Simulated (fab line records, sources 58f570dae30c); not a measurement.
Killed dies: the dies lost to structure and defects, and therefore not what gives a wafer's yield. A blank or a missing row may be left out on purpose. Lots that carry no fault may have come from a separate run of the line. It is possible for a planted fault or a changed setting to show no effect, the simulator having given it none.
Lot-split experiment + flow berkeley cmos170 + on a route of 331 steps: 5 lots, 23 wafers read

## THE SPLIT
At UCB170_V2_EXPOSE_09 (exposes mask VIA2, target cd 700 nm), the setting dose mj was moved away from the recipe's 37 on 8 of the 23 wafers read, by -3.1% to +5.6%. The other wafers ran this setting at the recipe's value.

## FROM THE SPLIT TO THE READING: what the file shows between them, 5 steps
- UCB170_V2_PEB_10
- UCB170_V2_DEVELOP_11: develop time 45 s
- UCB170_V2_CD_MEAS_12: target cd 700 nm
- UCB170_V2_ETCH_14: etches SiO2 in CHF3/CF4/Ar, stops on Al, target depth 1250 nm, time 291 s
- UCB170_V2_STRIP_15: strips in O2

## THE READING
Shown in nm: cd nm at UCB170_V2_CD_MEAS_90, with target cd 700 nm. On this fab line, fault-free wafers typically give 699.6 nm with a standard deviation of 1.9 nm.

| wafer  | tool, chamber at the split | dose mj as run | against the recipe | cd nm, nm | against lot-mates on the recipe |
|--------|----------------------------|----------------|--------------------|-----------|---------------------------------|
| L075.1 | krf scanner-01, 0          | 37             | recipe             | 697.8     | -                               |
| L075.2 | krf scanner-01, 0          | 39.09          | +5.6%              | 709.3     | +10.5                           |
| L075.3 | krf scanner-01, 0          | 37             | recipe             | 699.9     | -                               |
| L075.4 | krf scanner-01, 0          | 39.09          | +5.6%              | 709.3     | +10.5                           |
| L075.6 | krf scanner-01, 0          | 39.09          | +5.6%              | 709.4     | +10.6                           |
| L080.1 | krf scanner-01, 0          | 38.96          | +5.3%              | 706.3     | +8.5                            |
| L080.2 | krf scanner-01, 0          | 37             | recipe             | 697.5     | -                               |
| L080.3 | krf scanner-01, 0          | 37             | recipe             | 696.6     | -                               |
| L080.5 | krf scanner-01, 0          | 37             | recipe             | 699.2     | -                               |
| L080.6 | krf scanner-01, 0          | 38.96          | +5.3%              | 705.4     | +7.6                            |
| L081.1 | krf scanner-01, 0          | 37             | recipe             | 700.9     | -                               |
| L081.2 | krf scanner-01, 0          | 37             | recipe             | 702.0     | -                               |
| L081.3 | krf scanner-01, 0          | 37             | recipe             | 701.7     | -                               |
| L081.4 | krf scanner-01, 0          | 37             | recipe             | 700.2     | -                               |
| L081.6 | krf scanner-01, 0          | 37             | recipe             | 699.9     | -                               |
| L078.3 | krf scanner-01, 0          | 37             | recipe             | 696.5     | -                               |
| L078.4 | krf scanner-01, 0          | 37             | recipe             | 699.4     | -                               |
| L078.6 | krf scanner-01, 0          | 37             | recipe             | 698.9     | -                               |
| L083.1 | krf scanner-02, 0          | 35.87          | -3.1%              | 692.7     | -4.3                            |
| L083.2 | krf scanner-02, 0          | 35.87          | -3.1%              | 691.3     | -5.7                            |
| L083.4 | krf scanner-02, 0          | 35.87          | -3.1%              | 692.2     | -4.8                            |
| L083.5 | krf scanner-02, 0          | 37             | recipe             | 697.3     | -                               |
| L083.6 | krf scanner-02, 0          | 37             | recipe             | 696.7     | -                               |

THE FIT
A straight line over all 23 wafers: cd nm changes by +1.77 nm for each +1% of dose mj; r = +0.94; the points scatter about the line by 1.8 nm.
The same after taking each lot's own level away (the mean of its wafers on the recipe; 23 wafers): +1.71 nm for each +1%; r = +0.98; scatter 0.96 nm.
That fit puts the effect of the largest move of dose mj on the reading at 9.7 nm.
Measured against the standard deviation above, the lots' own levels, which go from 697.00 to 700.94 nm, span 2.1 times it.
The two slopes agree, so the slope changes little with the lot-to-lot level.
Check: with one of the wafers moved furthest among these (+5.6%) left out of the fit, the line predicts +9.55 nm for it against its lot-mates. Against them it came out at +10.5 nm.

## FURTHER SPLITS ON THESE WAFERS
Before the reading, these wafers also passed through other splits. Each is held against what the fit with the lots' levels taken away leaves over:
| other split on the same wafers         | wafers away from the commonest value | r with cd nm (lot level and that fit taken away) |
|----------------------------------------|--------------------------------------|--------------------------------------------------|
| UCB170_M1_METAL_ETCH_12 time s         | 5                                    | +0.18                                            |
| UCB170_V1_PEB_10 peb temp c            | 6                                    | +0.29                                            |
| UCB170_M2_SPUTTER_01 time s            | 9                                    | -0.01                                            |
| UCB170_M2_METAL_ETCH_18 over etch frac | 5                                    | +0.17                                            |
| UCB170_V2_COAT_07 spin rpm             | 5                                    | +0.22                                            |

## THE WHOLE CHAIN: every reading that the file lists as answering this split, in the file's order
| step                 | what it does                                                              | reading                                                   | change (the file's fit)              | r (the file's) |
|----------------------|---------------------------------------------------------------------------|-----------------------------------------------------------|--------------------------------------|----------------|
| UCB170_V2_CD_MEAS_12 | target cd 700 nm                                                          | cd nm                                                     | +1.75 nm for each +1% of the setting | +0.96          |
| UCB170_V2_ETCH_14    | etches SiO2 in CHF3/CF4/Ar, stops on Al, target depth 1250 nm, time 291 s | V2.cd nm (the simulator's own value, which no gauge read) | +1.7 nm for each +1% of the setting  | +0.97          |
| UCB170_V2_CD_MEAS_90 | target cd 700 nm                                                          | cd nm                                                     | +1.69 nm for each +1% of the setting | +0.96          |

## THE FILE'S OWN FIT
cd nm changes by +1.69 nm for each +1% of dose mj, r = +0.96.
